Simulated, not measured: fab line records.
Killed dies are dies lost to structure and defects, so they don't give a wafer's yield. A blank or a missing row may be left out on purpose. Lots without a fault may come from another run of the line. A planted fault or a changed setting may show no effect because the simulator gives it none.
Comparing a struck lot with a sound one ; flow berkeley_cmos170 ; 44 steps out of a route of 331
Sound: wafers L276.1, L276.2, L276.5. Struck: wafers L281.1, L281.4, L281.6. Last of all comes the cause.
For every step that has rows: the tool of each side, followed by ch and its chambers, followed by its first start. Under that, the readings that differ: sound wafers ; struck wafers ; difference of the means ; sigmas: that difference in standard deviations of wafers without a fault.
alike: readings whose means differ by less than 2 such deviations, and words and numbers that are the same on both sides. not compared: withheld readings, readings that some wafer has no value for, bounds like >300 that may hide the same value, and numbers for which the record gives no deviation and whose values overlap.
The two part at a step that has a row with sigmas, a row that says differs or no value, or rows on one side only. When numbers do not overlap yet have no deviation, they are printed without sigmas and do not part them. A reading that every wafer of one side lacks parts them only if that side has two wafers or more.

first, 1 step without rows for these wafers: UCB170_PLDD_IMPLANT_09.
UCB170_PLDD_STRIP_10: strips in O2.
  sound on plasma_asher-03 ch 0,1, day 7 20:18; struck on plasma_asher-01 ch 0,1, day 8 09:25
  alike: drypump_motor_current_A, oes_product_au, strip_time_to_endpoint_s
  not compared: rf_hours_counter_h
UCB170_PLDD_TW_MEAS_11:
  struck on film_metro-02, day 8 09:31; sound on film_metro-03, day 7 20:24
  alike: PLDD_TW
then, 7 steps without rows for these wafers: UCB170_PLDD_CLEAN_12 (cleans in SPM, time 600 s); UCB170_NLDD_HMDS_00 (prime time 60 s); UCB170_NLDD_COAT_01 (resist thk 900 nm); UCB170_NLDD_SOFTBAKE_02 (time 60 s); UCB170_NLDD_EXPOSE_03 (exposes mask NSELECT, target cd 1200 nm); UCB170_NLDD_PEB_04; UCB170_NLDD_DEVELOP_05 (develop time 45 s).
UCB170_NLDD_CD_MEAS_06: the cd target is 1200 nm.
  struck on cd_sem-02, day 8 10:54; sound on cd_sem-02, day 7 21:58
  alike: cd_nm
UCB170_NLDD_OVL_MEAS_07:
  struck on overlay-01, day 8 11:01; sound on overlay-01, day 7 22:05
  alike: NLDD_OVL
UCB170_NLDD_IMPLANT_08:
  sound on implanter-04 ch 0, day 7 22:07; struck on implanter-04 ch 0, day 8 11:31
  alike: dose_ions_cm2, faraday_current_uA
next, for these wafers, 1 step has no rows: UCB170_NLDD_IMPLANT_09.
UCB170_NLDD_STRIP_10: strips in O2.
  sound on plasma_asher-02 ch 0,1, day 7 22:25; struck on plasma_asher-04 ch 0,1, day 8 11:49
reading;sound;struck;difference;sigmas
strip_time_to_endpoint_s (s);21.70 21.76 21.60;21.51 21.50 21.51;-0.18;-3
  alike: drypump_motor_current_A, oes_product_au
  not compared: rf_hours_counter_h
UCB170_NLDD_TW_MEAS_11:
  struck on film_metro-02, day 8 12:08; sound on film_metro-04, day 7 22:31
reading;sound;struck;difference;sigmas
NLDD_TW;2214 2221 2219;2438 2440 2442;+222;+10
then, 1 step without rows for these wafers: UCB170_NLDD_CLEAN_12 (cleans in SPM, time 600 s).
UCB170_SPACER_CVD_00: deposits SiO2 from TEOS/O2, target thk 376 nm, time 47 s.
  sound on pecvd-04 ch 0,1,2, day 8 01:19; struck on pecvd-04 ch 0,2, day 8 14:20
  alike: heater_power_w
  not compared: since_wet_clean_h
UCB170_SPACER_THK_MEAS_01:
  struck on film_metro-02, day 8 14:23; sound on film_metro-01, day 8 01:22
  alike: SPACER_TEOS_THK
then, 1 step without rows for these wafers: UCB170_SPACER_ANNEAL_02 (time 1800 s).
UCB170_SPACER_ETCHBACK_03: etches SiO2 in CHF3/CF4/Ar, stops on Si, target depth 376 nm, time 100 s.
  sound on rie_diel-03 ch 2,3, day 8 08:29; struck on rie_diel-02 ch 0,2,3, day 8 18:35
  alike: CHF3_flow_sccm, drypump_motor_current_A, oes_product_au, throttle_valve_pct
  not compared: rf_hours_counter_h
then, 6 steps without rows for these wafers: UCB170_PSD_HMDS_00 (prime time 60 s); UCB170_PSD_COAT_01 (resist thk 900 nm); UCB170_PSD_SOFTBAKE_02 (time 60 s); UCB170_PSD_EXPOSE_03 (exposes mask PSELECT MOD, target cd 1200 nm); UCB170_PSD_PEB_04; UCB170_PSD_DEVELOP_05 (develop time 45 s).
UCB170_PSD_CD_MEAS_06: the cd target is 1200 nm.
  struck on cd_sem-02, day 8 20:19; sound on cd_sem-01, day 8 09:32
  alike: cd_nm
UCB170_PSD_OVL_MEAS_07:
  struck on overlay-01, day 8 20:26; sound on overlay-01, day 8 09:39
  alike: PSD_OVL
next, for these wafers, 1 step has no rows: UCB170_PSD_IMPLANT_08.
UCB170_PSD_STRIP_09: strips in O2.
  sound on plasma_asher-02 ch 0,1, day 8 09:50; struck on plasma_asher-03 ch 0,1, day 8 20:37
  alike: drypump_motor_current_A, oes_product_au, strip_time_to_endpoint_s
  not compared: rf_hours_counter_h
UCB170_PSD_TW_MEAS_10:
  struck on film_metro-03, day 8 20:43; sound on film_metro-04, day 8 09:56
  alike: PSD_TW
then, 7 steps without rows for these wafers: UCB170_PSD_CLEAN_11 (cleans in SPM, time 600 s); UCB170_NSD_HMDS_00 (prime time 60 s); UCB170_NSD_COAT_01 (resist thk 900 nm); UCB170_NSD_SOFTBAKE_02 (time 60 s); UCB170_NSD_EXPOSE_03 (exposes mask NSELECT MOD, target cd 1200 nm); UCB170_NSD_PEB_04; UCB170_NSD_DEVELOP_05 (develop time 45 s).
UCB170_NSD_CD_MEAS_06: the cd target is 1200 nm.
  struck on cd_sem-02, day 8 23:27; sound on cd_sem-01, day 8 11:10
  alike: cd_nm
UCB170_NSD_OVL_MEAS_07:
  struck on overlay-01, day 8 23:34; sound on overlay-02, day 8 11:17
  alike: NSD_OVL
next, for these wafers, 1 step has no rows: UCB170_NSD_IMPLANT_08.
UCB170_SDANNEAL_RS_MEAS_05: measurement is done with a four-point probe.
  struck on film_metro-04, day 9 01:44; sound on film_metro-02, day 8 14:58
reading;sound;struck;difference;sigmas
NLDD_RS (ohm/sq);617.8 616.5 618.2;465.8 465.1 467.9;-151.2;-99 or more
UCB170_M3_PROBE_99:
  the record has rows for the sound wafers here (prober-02, day 9 17:04) and none for the struck ones

## WHERE THEY PART
At UCB170_NLDD_STRIP_10 first; at UCB170_M3_PROBE_99 last (within this record only).

WHY: the cause the simulator had injected
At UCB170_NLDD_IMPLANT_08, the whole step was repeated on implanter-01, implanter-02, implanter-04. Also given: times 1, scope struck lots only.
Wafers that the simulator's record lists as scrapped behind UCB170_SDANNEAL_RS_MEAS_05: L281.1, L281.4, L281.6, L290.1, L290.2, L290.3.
